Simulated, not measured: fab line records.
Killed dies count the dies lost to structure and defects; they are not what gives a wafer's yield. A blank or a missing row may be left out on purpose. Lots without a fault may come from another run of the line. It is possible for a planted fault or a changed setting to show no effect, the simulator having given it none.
A lot that was struck, set against a sound lot	flow rit cmos	21 steps out of a route of 202
Sound: these wafers, L700.1, L700.3, L700.6. Wafers struck: L693.3, L693.5, L693.6. At the end, the cause is stated.
Each step with rows lists, per side, the tool, then ch with its chambers, then its first start. Under that, the readings that differ: sound wafers	struck wafers	difference of the means	sigmas: that difference in standard deviations of wafers without a fault.
alike: readings whose means differ by less than 2 such deviations, and words and numbers that are the same on both sides. not compared: withheld readings, readings that some wafer has no value for, bounds like >300 that may hide the same value, and numbers for which the record gives no deviation and whose values overlap.
Wherever a step has rows on one side only, a row that says differs or no value, or a row with sigmas, the two part there. Non-overlapping numbers with no deviation appear without sigmas and do not part them. A reading missing from all wafers of one side parts the sides only when that side holds two or more wafers.

first, 3 steps without rows for these wafers: RIT_GATE_CLEAN_02 (cleans in dHF, time 30 s); RIT_GATE_CLEAN_03 (cleans in SC2, time 600 s); RIT_GATE_CLEAN_04 (cleans in dHF, time 60 s).
RIT_FOX2_THK_MEAS_91:
  struck on film metro-01, day 4 10:58; sound on film metro-04, day 5 18:39
reading	sound	struck	difference	sigmas
FIELD_OXIDE_LEFT_2_THK (nm)	248 241 248	267 270 270	+23	+3
then, 2 steps without rows for these wafers: RIT_GATE_OXIDATION_05 (target thk 3 nm, ox time 270 s); RIT_GATE_ANNEAL_06 (time 600 s).
RIT_GATE_THK_MEAS_07:
  struck on film metro-02, day 4 13:26; sound on film metro-04, day 5 21:20
  alike: GATE_OXIDE_THK
then, 1 step without rows for these wafers: RIT_GATE_CVD_08 (deposits poly-Si from SiH4, target thk 250 nm, time 2220 s).
RIT_GATE_THK_MEAS_09:
  struck on film metro-02, day 4 15:06; sound on film metro-01, day 5 23:01
  alike: GATE_POLY_THK
then, 3 steps without rows for these wafers: RIT_GATE_HMDS_10 (prime time 60 s); RIT_GATE_COAT_11 (resist thk 850 nm); RIT_GATE_SOFTBAKE_12 (time 60 s).
RIT_GATE_EXPOSE_13: exposes mask M6, target cd 150 nm.
  sound on iline stepper-02 ch 0, day 5 23:38; struck on iline stepper-01 ch 0, day 4 15:40
reading	sound	struck	difference	sigmas
mask	M6#0 M6#0 M6#0	M6_R1#0 M6_R1#0 M6_R1#0	differs	
  alike: reticle temp C
then, 2 steps without rows for these wafers: RIT_GATE_PEB_14; RIT_GATE_DEVELOP_15 (develop time 50 s).
RIT_GATE_CD_MEAS_16: the cd target is 150 nm.
  struck on cd sem-01, day 4 16:05; sound on cd sem-01, day 6 00:02
reading	sound	struck	difference	sigmas
cd nm (nm)	148.1 147.5 150.2	139.2 138.6 140.1	-9.3	-4
RIT_GATE_OVL_MEAS_17:
  struck on overlay-02, day 4 16:10; sound on overlay-01, day 6 00:10
  alike: GATE_OVL
then, 1 step without rows for these wafers: RIT_GATE_HARDBAKE_18 (time 60 s).
RIT_GATE_ETCH_19: etches poly-Si in SF6/CHF3/O2, stops on SiO2, time 165 s, target depth 312.5 nm.
  sound on rie si-01 ch 1,2, day 6 00:33; struck on rie si-02 ch 0,1,2, day 4 16:20
reading	sound	struck	difference	sigmas
model.GATE.cd nm (nm)	148.2 147.4 150.2	139 138.6 140.2	-9	
  alike: O2_flow_sccm, drypump motor current A, oes product au, rf fwd power W, throttle valve pct
  not compared: rf hours counter h
RIT_GATE_STRIP_20: strips in O2, time 180 s.
  sound on plasma asher-01 ch 0,1, day 6 00:40; struck on plasma asher-01 ch 0,1, day 4 16:31
  alike: drypump motor current A
  not compared: rf hours counter h
RIT_M1_PROBE_99:
  struck on prober-02, day 5 13:19; sound on prober-02, day 6 20:15
  alike: killed at front end, killed dies, killed open, killed short

## WHERE THEY PART
First at RIT_FOX2_THK_MEAS_91; last, within this record, at RIT_GATE_CD_MEAS_16. Later steps at which nothing parts them and some readings are alike: RIT_GATE_OVL_MEAS_17, RIT_GATE_ETCH_19, RIT_GATE_STRIP_20, RIT_M1_PROBE_99.

WHY: what the simulator had put in
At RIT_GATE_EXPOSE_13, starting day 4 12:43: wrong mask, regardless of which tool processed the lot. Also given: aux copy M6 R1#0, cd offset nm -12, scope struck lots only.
